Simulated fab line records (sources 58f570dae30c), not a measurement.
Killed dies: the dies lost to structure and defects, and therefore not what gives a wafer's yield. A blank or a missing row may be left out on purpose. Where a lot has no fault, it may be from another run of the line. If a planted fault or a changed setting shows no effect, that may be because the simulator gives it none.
Which tool was responsible? -- flow berkeley-cmos170 -- 7 lots, 21 wafers sampled, at 3 steps of a route of 331

## WHAT THE GAUGES SHOWED, per wafer
UCB170_PVT_TW_MEAS_09.
lot,measured,on,PVT_TW
L637,day 5 11:16,film-metro-02,513 513 507
L640,day 6 09:52,film-metro-01,510 508 509
L644,day 7 08:06,film-metro-01,510 512 505
L645,day 7 08:02,film-metro-02,512 512 510
L647,day 8 01:20,film-metro-04,501 505 503
L656,day 9 22:50,film-metro-02,1047 1040 1046
L658,day 10 10:59,film-metro-04,508 506 504

## WHAT TOOL EACH LOT RAN ON (gives the tool, then ch and the chambers of the sampled wafers, and finally the start)
lot,UCB170_PFIELD_STRIP_08,UCB170_PVT_IMPLANT_07
L637,"plasma-asher-02 ch 1, day 4 07:43","implanter-04 ch 0, day 5 11:02"
L640,"plasma-asher-03 ch 0,1, day 5 05:19","implanter-01 ch 0, day 6 09:39"
L644,"plasma-asher-03 ch 0,1, day 6 02:49","implanter-02 ch 0, day 7 07:52"
L645,"plasma-asher-02 ch 0,1, day 6 03:28","implanter-01 ch 0, day 7 07:49"
L647,"plasma-asher-03 ch 0,1, day 6 15:05","implanter-04 ch 0, day 8 01:05"
L656,"plasma-asher-03 ch 0,1, day 8 10:48","implanter-04 ch 0, day 9 22:35"
L658,"plasma-asher-02 ch 0,1, day 8 17:58","implanter-02 ch 0, day 10 10:45"
- UCB170_PFIELD_STRIP_08: strips in O2.
- UCB170_PVT_IMPLANT_07

## THE ANSWER, worked out from the rows above alone
Rule: the usual values come from the lots themselves. Put in order of their means at a reading, lots are off if they are a third of the lots or fewer, leave a main group of 4 or more, and stand apart from it by a gap of 3 or more times the standard deviation of the main group's means; of several such gaps the widest counts. Not used: any main group whose means are identical at the precision the tables above print for the reading. Also off: a lot with no number at a reading for which 4 or more lots have one. All remaining lots with rows at the step are treated as sound.
Off: L656, seen at UCB170_PVT_TW_MEAS_09 (PVT_TW). The main group has a mean of 508 with a standard deviation of 2.9.
A tool fits if, at a process step before that reading, it ran every lot that is off, and no sound lot after the first of them. Those tools and the gauges at UCB170_PVT_TW_MEAS_09 are tried in the same way. Can't be told from this: 3 tools fit, plasma-asher-03 at UCB170_PFIELD_STRIP_08, implanter-04 at UCB170_PVT_IMPLANT_07, film-metro-02 at UCB170_PVT_TW_MEAS_09.

## WHAT HAD BEEN PUT IN BY THE SIMULATOR
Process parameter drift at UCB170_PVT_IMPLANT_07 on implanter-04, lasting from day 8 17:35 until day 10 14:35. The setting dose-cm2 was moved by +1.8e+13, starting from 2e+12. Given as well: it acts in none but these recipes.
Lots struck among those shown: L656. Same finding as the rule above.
